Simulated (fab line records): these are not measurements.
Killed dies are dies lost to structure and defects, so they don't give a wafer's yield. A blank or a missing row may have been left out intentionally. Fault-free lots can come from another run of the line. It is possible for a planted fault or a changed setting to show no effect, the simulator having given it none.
Split-lot trial ; flow berkeley-cmos170 ; 23 wafers read from 5 lots, route of 331 steps

== ON THE SPLIT ==
At UCB170_ACTIVE_ETCH_15 (etches Si3N4 in CH3F/Ar/O2, stops on SiO2, target depth 242 nm, time 151 s), the setting rf-w was moved away from the recipe's 450 W on 5 of the 23 wafers read, by +8.7% to +11.4%. This setting was run at the recipe's value on the other wafers.

Reading taken at the split's own step.

== THE READING ==
SiO2_of_ACTIVE_OXIDATION_02.thk-nm (the simulator's own value, which no gauge read), in nm, at UCB170_ACTIVE_ETCH_15 (etches Si3N4 in CH3F/Ar/O2, stops on SiO2, target depth 242 nm, time 151 s). There is no usual value for it anywhere in the file. The 18 wafers here that ran the recipe average 22.84 nm, standard deviation 1.4 nm.

wafer;tool, chamber at the split;rf-w as run, W;against the recipe;SiO2_of_ACTIVE_OXIDATION_02.thk-nm, nm;against lot-mates on the recipe
L074.1;rie-diel-04, 2;450;recipe;23.21;-
L074.5;rie-diel-04, 0;450;recipe;23.43;-
L074.6;rie-diel-04, 1;450;recipe;23.16;-
L075.1;rie-diel-04, 3;450;recipe;22.55;-
L075.2;rie-diel-04, 0;501.5;+11.4%;20.5;-1.98
L075.4;rie-diel-04, 2;450;recipe;22.41;-
L075.5;rie-diel-04, 0;501.5;+11.4%;20.46;-2.02
L075.6;rie-diel-04, 1;501.5;+11.4%;20.25;-2.23
L078.1;rie-diel-04, 1;450;recipe;23.65;-
L078.2;rie-diel-04, 3;450;recipe;24.02;-
L078.3;rie-diel-04, 0;450;recipe;23.93;-
L078.4;rie-diel-04, 2;450;recipe;23.23;-
L078.6;rie-diel-04, 1;450;recipe;23.5;-
L080.1;rie-diel-01, 3;450;recipe;20.79;-
L080.2;rie-diel-01, 1;450;recipe;20.66;-
L080.3;rie-diel-01, 0;450;recipe;20.77;-
L080.5;rie-diel-01, 3;450;recipe;21.29;-
L080.6;rie-diel-01, 0;450;recipe;20.62;-
L085.1;rie-diel-03, 0;489.3;+8.7%;23.08;-1.58
L085.3;rie-diel-03, 1;489.3;+8.7%;22.52;-2.14
L085.4;rie-diel-03, 3;450;recipe;24.8;-
L085.5;rie-diel-03, 0;450;recipe;24.53;-
L085.6;rie-diel-03, 1;450;recipe;24.65;-

THE FIT
A straight line over all 23 wafers: SiO2_of_ACTIVE_OXIDATION_02.thk-nm changes by -0.158 nm for each +1% of rf-w; r = -0.46; the points scatter about the line by 1.4 nm.
The same after taking each lot's own level away (the mean of its wafers on the recipe; 23 wafers): -0.19 nm for each +1%; r = -0.97; scatter 0.23 nm.
On that fit, the largest move of rf-w shifts the reading by 2.2 nm.
The span of the lots' own levels, 20.826 to 24.660 nm, comes to 2.7 times the standard deviation stated above.
So the lot-to-lot level blurs the effect unless lot-mates are compared.
Check: with one of the wafers moved furthest among these (+11.4%) left out of the fit, the line predicts -2.24 nm for it against its lot-mates. Against them it came out at -1.98 nm.

== THE OTHER SPLITS THESE WAFERS WENT THROUGH ==
Note: prior to the reading, these wafers also went through further splits. Each is held against what the fit with the lots' levels taken away leaves over:
other split on the same wafers;wafers away from the commonest value;r with SiO2_of_ACTIVE_OXIDATION_02.thk-nm (lot level and that fit taken away)
UCB170_PWELL_CVD_05 temp-c;10;-0.01
UCB170_PWELL_IMPLANT_15 energy-kev;4;+0.17
UCB170_ACTIVE_OXIDATION_02 ox-time-s;13;-0.11
UCB170_ACTIVE_PEB_11 peb-temp-c;8;+0.20

== THE FILE'S OWN FIT ==
SiO2_of_ACTIVE_OXIDATION_02.thk-nm changes by -0.193 nm for each +1% of rf-w, r = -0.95.
